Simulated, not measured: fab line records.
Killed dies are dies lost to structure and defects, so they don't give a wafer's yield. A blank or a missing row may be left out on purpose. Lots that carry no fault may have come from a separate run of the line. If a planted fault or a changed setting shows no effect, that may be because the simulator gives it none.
Which tool was responsible? :: flow berkeley-cmos170 :: 15 lots with 45 wafers sampled at 4 steps, on a route of 331 steps

## WHAT THE GAUGES READ, wafer by wafer
UCB170_SILICIDE_THK_MEAS_03: measures by xrf. Usual: SILICIDE_TI_THK gives 29.5 nm (standard deviation 0.33).
lot: L273
measured: day 8 07:10
on: film-metro-04
SILICIDE_TI_THK (nm): 30.1 29.4 29.8
flag: 

lot: L272
measured: day 8 14:20
on: film-metro-04
SILICIDE_TI_THK (nm): 29.7 29.7 29.6
flag: 

lot: L276
measured: day 9 07:42
on: film-metro-01
SILICIDE_TI_THK (nm): 29.6 29.5 29.3
flag: 

lot: L279
measured: day 10 04:48
on: film-metro-01
SILICIDE_TI_THK (nm): 29.2 29.0 29.0
flag: 

lot: L277
measured: day 10 06:10
on: film-metro-04
SILICIDE_TI_THK (nm): 29.2 29.5 29.5
flag: 

lot: L278
measured: day 10 06:28
on: film-metro-04
SILICIDE_TI_THK (nm): 29.6 29.8 29.3
flag: 

lot: L285
measured: day 10 21:12
on: film-metro-04
SILICIDE_TI_THK (nm): 29.2 29.4 29.7
flag: 

lot: L281
measured: day 10 21:44
on: film-metro-04
SILICIDE_TI_THK (nm): 29.8 29.9 29.8
flag: 

lot: L284
measured: day 10 21:46
on: film-metro-02
SILICIDE_TI_THK (nm): 29.6 29.6 29.3
flag: 

lot: L283
measured: day 10 21:50
on: film-metro-01
SILICIDE_TI_THK (nm): 28.9 29.0 29.4
flag: 

lot: L282
measured: day 10 22:58
on: film-metro-04
SILICIDE_TI_THK (nm): 29.7 29.2 29.7
flag: 

lot: L288
measured: day 11 10:37
on: film-metro-02
SILICIDE_TI_THK (nm): 28.9 29.1 29.1
flag: 

lot: L292
measured: day 11 11:03
on: film-metro-04
SILICIDE_TI_THK (nm): 29.4 29.6 29.8
flag: 

lot: L290
measured: day 11 11:27
on: film-metro-01
SILICIDE_TI_THK (nm): 30.1 29.7 30.2
flag: 

lot: L293
measured: day 12 13:10
on: film-metro-04
SILICIDE_TI_THK (nm): 29.4 29.2 29.1
flag: 

UCB170_M3_CD_MEAS_90 targets a cd of 700 nm. Usual: cd-nm 700.1 nm, standard deviation 2.4.
lot: L273
measured: day 9 09:52
on: cd-sem-01
cd-nm (nm): 701.9 698.1 702.0
flag: 

lot: L272
measured: day 9 14:52
on: cd-sem-02
cd-nm (nm): 701.9 700.1 702.0
flag: 

lot: L276
measured: day 10 10:29
on: cd-sem-01
cd-nm (nm): 702.5 701.9 700.9
flag: 

lot: L279
measured: day 11 09:07
on: cd-sem-02
cd-nm (nm): 697.4 700.9 701.3
flag: 

lot: L277
measured: day 11 10:43
on: cd-sem-02
cd-nm (nm): 696.8 702.5 698.4
flag: 

lot: L278
measured: day 11 11:56
on: cd-sem-02
cd-nm (nm): 705.8 703.5 701.3
flag: 

lot: L285
measured: day 12 01:18
on: cd-sem-01
cd-nm (nm): 704.0 701.0 700.2
flag: 

lot: L281
measured: day 12 00:59
on: cd-sem-02
cd-nm (nm): 699.4 696.5 698.4
flag: 

lot: L284
measured: day 12 01:31
on: cd-sem-01
cd-nm (nm): 698.9 699.9 699.2
flag: 

lot: L283
measured: day 12 00:40
on: cd-sem-02
cd-nm (nm): 701.9 704.5 705.3
flag: 

lot: L282
measured: day 12 05:39
on: cd-sem-02
cd-nm (nm): 699.5 697.8 703.0
flag: 

lot: L288
measured: day 13 10:33
on: cd-sem-01
cd-nm (nm): 694.8 696.2 695.2
flag: 

lot: L292
measured: day 13 09:02
on: cd-sem-01
cd-nm (nm): 699.3 698.2 697.7
flag: 

lot: L290
measured: day 13 12:34
on: cd-sem-01
cd-nm (nm): 697.6 701.9 697.8
flag: 

lot: L293
measured: day 13 14:13
on: cd-sem-01
cd-nm (nm): 700.1 701.3 702.9
flag: 

## WHAT TOOL EACH LOT RAN ON (gives the tool, then ch and the chambers of the sampled wafers, and finally the start)
lot: L273
UCB170_CONTACT_ETCH_18: rie-diel-01 ch 0,2,3, day 8 23:44 or earlier
UCB170_M2_METAL_ETCH_18: rie-metal-03 ch 0,1, day 8 23:44

lot: L272
UCB170_CONTACT_ETCH_18: rie-diel-01 ch 0,1,3, day 9 05:11 or earlier
UCB170_M2_METAL_ETCH_18: rie-metal-03 ch 0,1, day 9 05:11

lot: L276
UCB170_CONTACT_ETCH_18: rie-diel-04 ch 0,2,3, day 10 01:23 or earlier
UCB170_M2_METAL_ETCH_18: rie-metal-04 ch 0,1, day 10 01:23

lot: L279
UCB170_CONTACT_ETCH_18: rie-diel-04 ch 0,1,3, day 10 23:42 or earlier
UCB170_M2_METAL_ETCH_18: rie-metal-03 ch 0,1, day 10 23:42

lot: L277
UCB170_CONTACT_ETCH_18: rie-diel-01 ch 0,1,2, day 11 02:45 or earlier
UCB170_M2_METAL_ETCH_18: rie-metal-04 ch 0,1, day 11 02:45

lot: L278
UCB170_CONTACT_ETCH_18: rie-diel-01 ch 0,1,3, day 11 03:18 or earlier
UCB170_M2_METAL_ETCH_18: rie-metal-03 ch 1, day 11 03:18

lot: L285
UCB170_CONTACT_ETCH_18: rie-diel-01 ch 0,1,3, day 11 15:28 or earlier
UCB170_M2_METAL_ETCH_18: rie-metal-04 ch 0,1, day 11 15:28

lot: L281
UCB170_CONTACT_ETCH_18: rie-diel-02 ch 0,1, day 11 15:39 or earlier
UCB170_M2_METAL_ETCH_18: rie-metal-01 ch 0,1, day 11 15:39

lot: L284
UCB170_CONTACT_ETCH_18: rie-diel-04 ch 0,3, day 11 15:14 or earlier
UCB170_M2_METAL_ETCH_18: rie-metal-03 ch 0, day 11 15:14

lot: L283
UCB170_CONTACT_ETCH_18: rie-diel-02 ch 1,2,3, day 11 14:11 or earlier
UCB170_M2_METAL_ETCH_18: rie-metal-01 ch 0,1, day 11 14:11

lot: L282
UCB170_CONTACT_ETCH_18: rie-diel-01 ch 2,3, day 11 22:52 or earlier
UCB170_M2_METAL_ETCH_18: rie-metal-03 ch 1, day 11 22:52

lot: L288
UCB170_CONTACT_ETCH_18: rie-diel-04 ch 0,1,3, day 13 04:10 or earlier
UCB170_M2_METAL_ETCH_18: rie-metal-01 ch 0,1, day 13 04:10

lot: L292
UCB170_CONTACT_ETCH_18: rie-diel-02 ch 1,2,3, day 13 01:40 or earlier
UCB170_M2_METAL_ETCH_18: rie-metal-03 ch 0,1, day 13 01:40

lot: L290
UCB170_CONTACT_ETCH_18: rie-diel-02 ch 0,1,2, day 13 05:43 or earlier
UCB170_M2_METAL_ETCH_18: rie-metal-03 ch 0,1, day 13 05:43

lot: L293
UCB170_CONTACT_ETCH_18: rie-diel-04 ch 1,2, day 13 07:04 or earlier
UCB170_M2_METAL_ETCH_18: rie-metal-03 ch 0,1, day 13 07:04
- UCB170_CONTACT_ETCH_18: etches PSG in CHF3/CF4/Ar, stops on TiSi2, target depth 840 nm, time 195 s.
- UCB170_M2_METAL_ETCH_18: etches Al in Cl2/BCl3, stops on SiO2, target depth 1170 nm, time 195 s.

## WHAT THE TOOLS THEMSELVES READ (means of the sampled wafers that have a number; where no wafer has one, the mark that the record gives instead)
UCB170_CONTACT_ETCH_18. Usual: drypump-motor-current-A 5.7 A, standard deviation 0.39; oes-product-au 0.890 a.u., standard deviation 0.018; throttle-valve-pct 6.93 %, standard deviation 0.11.
lot: L273
tool: rie-diel-01
drypump-motor-current-A (A): 6.0
oes-product-au (a.u.): 0.884
throttle-valve-pct (%): 6.94
flag: 

lot: L272
tool: rie-diel-01
drypump-motor-current-A (A): 5.9
oes-product-au (a.u.): 0.887
throttle-valve-pct (%): 7.00
flag: 

lot: L276
tool: rie-diel-04
drypump-motor-current-A (A): 5.8
oes-product-au (a.u.): 0.898
throttle-valve-pct (%): 6.91
flag: 

lot: L279
tool: rie-diel-04
drypump-motor-current-A (A): 5.8
oes-product-au (a.u.): 0.893
throttle-valve-pct (%): 6.94
flag: 

lot: L277
tool: rie-diel-01
drypump-motor-current-A (A): 5.8
oes-product-au (a.u.): 0.884
throttle-valve-pct (%): 7.00
flag: 

lot: L278
tool: rie-diel-01
drypump-motor-current-A (A): 5.9
oes-product-au (a.u.): 0.881
throttle-valve-pct (%): 7.00
flag: 

lot: L285
tool: rie-diel-01
drypump-motor-current-A (A): 5.9
oes-product-au (a.u.): 0.891
throttle-valve-pct (%): 7.00
flag: 

lot: L281
tool: rie-diel-02
drypump-motor-current-A (A): 5.1
oes-product-au (a.u.): 0.912
throttle-valve-pct (%): 6.81
flag: 

lot: L284
tool: rie-diel-04
drypump-motor-current-A (A): 5.8
oes-product-au (a.u.): 0.887
throttle-valve-pct (%): 6.92
flag: 

lot: L283
tool: rie-diel-02
drypump-motor-current-A (A): 5.7
oes-product-au (a.u.): 0.882
throttle-valve-pct (%): 6.94
flag: 

lot: L282
tool: rie-diel-01
drypump-motor-current-A (A): 6.2
oes-product-au (a.u.): 0.888
throttle-valve-pct (%): 6.96
flag: 

lot: L288
tool: rie-diel-04
drypump-motor-current-A (A): 5.7
oes-product-au (a.u.): 0.890
throttle-valve-pct (%): 6.93
flag: 

lot: L292
tool: rie-diel-02
drypump-motor-current-A (A): 5.7
oes-product-au (a.u.): 0.883
throttle-valve-pct (%): 6.94
flag: 

lot: L290
tool: rie-diel-02
drypump-motor-current-A (A): 5.4
oes-product-au (a.u.): 0.876
throttle-valve-pct (%): 6.93
flag: 

lot: L293
tool: rie-diel-04
drypump-motor-current-A (A): 5.7
oes-product-au (a.u.): 0.884
throttle-valve-pct (%): 6.89
flag: 

UCB170_M2_METAL_ETCH_18. Usual: drypump-motor-current-A 5.6 A, standard deviation 0.51; oes-product-au 0.868 a.u., standard deviation 0.014; throttle-valve-pct 24.38 %, standard deviation 0.14.
lot: L273
tool: rie-metal-03
drypump-motor-current-A (A): 5.6
oes-product-au (a.u.): 0.873
throttle-valve-pct (%): 24.34
flag: 

lot: L272
tool: rie-metal-03
drypump-motor-current-A (A): 5.4
oes-product-au (a.u.): 0.875
throttle-valve-pct (%): 24.34
flag: 

lot: L276
tool: rie-metal-04
drypump-motor-current-A (A): 6.2
oes-product-au (a.u.): 0.855
throttle-valve-pct (%): 24.39
flag: 

lot: L279
tool: rie-metal-03
drypump-motor-current-A (A): 5.6
oes-product-au (a.u.): 0.869
throttle-valve-pct (%): 24.34
flag: 

lot: L277
tool: rie-metal-04
drypump-motor-current-A (A): 5.9
oes-product-au (a.u.): 0.877
throttle-valve-pct (%): 24.22
flag: 

lot: L278
tool: rie-metal-03
drypump-motor-current-A (A): 5.8
oes-product-au (a.u.): 0.859
throttle-valve-pct (%): 24.35
flag: 

lot: L285
tool: rie-metal-04
drypump-motor-current-A (A): 5.9
oes-product-au (a.u.): 0.879
throttle-valve-pct (%): 24.22
flag: 

lot: L281
tool: rie-metal-01
drypump-motor-current-A (A): 5.6
oes-product-au (a.u.): 0.860
throttle-valve-pct (%): 24.48
flag: 

lot: L284
tool: rie-metal-03
drypump-motor-current-A (A): 5.2
oes-product-au (a.u.): 0.888
throttle-valve-pct (%): 24.31
flag: 

lot: L283
tool: rie-metal-01
drypump-motor-current-A (A): 5.6
oes-product-au (a.u.): 0.865
throttle-valve-pct (%): 24.48
flag: 

lot: L282
tool: rie-metal-03
drypump-motor-current-A (A): 5.8
oes-product-au (a.u.): 0.866
throttle-valve-pct (%): 24.35
flag: 

lot: L288
tool: rie-metal-01
drypump-motor-current-A (A): 5.5
oes-product-au (a.u.): 0.869
throttle-valve-pct (%): 24.49
flag: 

lot: L292
tool: rie-metal-03
drypump-motor-current-A (A): 5.4
oes-product-au (a.u.): 0.876
throttle-valve-pct (%): 24.32
flag: 

lot: L290
tool: rie-metal-03
drypump-motor-current-A (A): 5.6
oes-product-au (a.u.): 0.878
throttle-valve-pct (%): 24.34
flag: 

lot: L293
tool: rie-metal-03
drypump-motor-current-A (A): 5.6
oes-product-au (a.u.): 0.863
throttle-valve-pct (%): 24.34
flag: 

## THE ANSWER, worked out from the rows above alone
Rule: a lot is off if the mean of its wafers that have a number lies more than 3 standard deviations from the usual mean. Also off: a lot with no number at a reading for which 4 or more lots have one. The other lots that the step has rows for count as sound. The gauges are gone through in route order, then the tools' own readings, and for those a lot's mean is taken as printed above. At the first step where some lot is off, the reading lying furthest off is the one used; lots without a number count as furthest.
None of the lots is off at any reading shown; this tells nothing.

## WHAT THE SIMULATOR PUT IN
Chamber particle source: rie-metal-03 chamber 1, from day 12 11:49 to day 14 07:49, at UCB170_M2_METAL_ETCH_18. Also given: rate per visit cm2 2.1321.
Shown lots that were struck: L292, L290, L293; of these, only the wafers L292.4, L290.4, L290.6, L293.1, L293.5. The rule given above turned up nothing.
